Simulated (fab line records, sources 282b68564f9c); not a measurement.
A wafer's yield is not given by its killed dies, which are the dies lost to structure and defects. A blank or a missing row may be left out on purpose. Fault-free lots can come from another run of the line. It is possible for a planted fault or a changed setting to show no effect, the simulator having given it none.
2 desks looking at one fault -- flow rit cmos -- only its own numbers are on each desk; what lay behind them is given at the end

== AT THE METROLOGY DESK ==
What the gauges read for every lot (on any tool): the sampled wafers with a number, averaged. A lot is out of limits, marked OUT, if its mean lies more than 4 standard deviations from the usual mean; the brackets give that distance.
Columns: A = PWELL_RS at RIT_WELLDRIVE_RS_MEAS_02, usual 428.9 ohm/sq
lot,first seen here,A
L733,day 2 12:25,428.5
L734,day 2 19:37,430.3
L735,day 3 03:42,428.3
L738,day 3 14:42,430.0
L740,day 3 21:32,429.3
L741,day 4 03:26,429.3
L742,day 4 07:01,426.7
L744,day 4 17:13,429.1
L746,day 5 02:11,416.7 (-12) OUT
L747,day 5 08:07,417.8 (-11) OUT
L748,day 5 13:01,427.9
L753,day 6 12:41,427.8
L754,day 6 18:56,430.4
L755,day 6 22:50,429.1
Per this desk, out of limits: L746, L747; the first was L746, day 5 02:11 (PWELL_RS at RIT_WELLDRIVE_RS_MEAS_02). In limits: L733, L734, L735, L738, L740, L741, L742, L744, L748, L753, L754, L755.

== AT THE TOOL OWNER'S DESK: implanter-03 ==
For each lot that ran on this tool, the mean over its sampled wafers that have a number, from the tool's own readings at RIT_PWELL_IMPLANT_08. A lot is out of limits, marked OUT, if its mean lies more than 4 standard deviations from the usual mean; the brackets give that distance.
Columns: A = beam energy keV at RIT_PWELL_IMPLANT_08, usual 170.02
lot,first seen here,A
L733,day 2 05:09,170.01
L735,day 2 18:18,170.02
L738,day 3 09:07,169.99
L740,day 3 15:55,170.00
L741,day 3 21:51,170.02
L746,day 4 20:37,221.07 (+99 or more) OUT
L747,day 5 02:32,221.02 (+99 or more) OUT
Finding of this desk: L746, L747 out of limits; the first was L746 at day 4 20:37, on beam energy keV at RIT_PWELL_IMPLANT_08. In limits: L733, L735, L738, L740, L741.

== ALL TOGETHER ==
An alarm could have come from the tool owner's desk at day 4 20:37, on L746, L747.
An alarm was possible from the metrology desk at day 5 02:11, on L746, L747.
Every lot named ran RIT_PWELL_IMPLANT_08 on implanter-03.

== WHAT THE SIMULATOR PUT IN ==
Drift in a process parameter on implanter-03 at RIT_PWELL_IMPLANT_08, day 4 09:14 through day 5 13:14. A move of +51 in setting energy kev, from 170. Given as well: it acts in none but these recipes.
Shown lots that were struck: L746, L747.
Fault start to first reading out of limits, in hours, per desk: tool owner, 11; metrology, 17.
